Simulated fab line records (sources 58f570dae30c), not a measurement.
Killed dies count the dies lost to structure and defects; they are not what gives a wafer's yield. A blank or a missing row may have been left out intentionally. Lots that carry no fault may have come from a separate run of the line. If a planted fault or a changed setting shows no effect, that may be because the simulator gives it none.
2 desks, one fault    flow berkeley cmos170    every desk sees just its own numbers, and what lay behind them comes last

AT THE TOOL OWNER'S DESK: pecvd-01
The tool's own readings at UCB170_V1_CVD_00 (deposits SiO2 from TEOS/O2, target thk 2000 nm, time 250 s): means of the sampled wafers that have a number, for each lot that ran on this tool. The brackets show how far a lot's mean lies from the usual mean; more than 4 standard deviations puts the lot out of limits, marked OUT.
Columns: A = heater power w at UCB170_V1_CVD_00, usual 236 W
lot   first seen here  A
L231  day 9 19:08      223
L236  day 10 17:02     240
L238  day 11 11:54     196
L243  day 11 11:59     220
L244  day 12 17:58     222
This desk found nothing out of limits on any of the 5 lots.

FROM THE METROLOGY DESK
Means of the sampled wafers that have a number, per lot and without regard to the tool the lot ran on: this is what the gauges read. The brackets show how far a lot's mean lies from the usual mean; more than 4 standard deviations puts the lot out of limits, marked OUT.
Columns: A = V1_TEOS_THK at UCB170_V1_THK_MEAS_01, usual 1997 nm
lot   first seen here  A
L229  day 8 19:25      1997
L231  day 9 19:17      2001
L236  day 10 17:12     1977
L234  day 10 18:55     1998
L241  day 11 10:47     2003
L237  day 11 10:50     1992
L238  day 11 12:01     1712 (-12) OUT
L243  day 11 12:09     1781 (-9.4) OUT
L245  day 11 21:04     1958
L244  day 12 18:07     1805 (-8.4) OUT
L247  day 12 18:07     1975
L248  day 12 18:08     2034
L246  day 12 18:17     2013
L251  day 12 21:58     2000
L249  day 13 00:43     2005
Finding of this desk: L238, L243, L244 out of limits, first seen on L238 at day 11 12:01 (V1_TEOS_THK at UCB170_V1_THK_MEAS_01). In limits: L229, L231, L236, L234, L241, L237, L245, L247, L248, L246, L251, L249.

ALL TOGETHER
L238, L243, L244 would have let the metrology desk raise an alarm at day 11 12:01.
The tool owner's desk saw nothing out of limits.
Tool owner's desk: L238, L243, L244 on record, inside its limits.
All the named lots went through UCB170_V1_CVD_00 on pecvd-01.

WHAT THE SIMULATOR HAD INSERTED
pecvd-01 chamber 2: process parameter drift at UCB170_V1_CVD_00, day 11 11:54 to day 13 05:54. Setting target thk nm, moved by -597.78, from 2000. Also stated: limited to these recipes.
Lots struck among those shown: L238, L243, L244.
Hours from the fault's start to each desk's first reading out of limits: the metrology desk, 0.
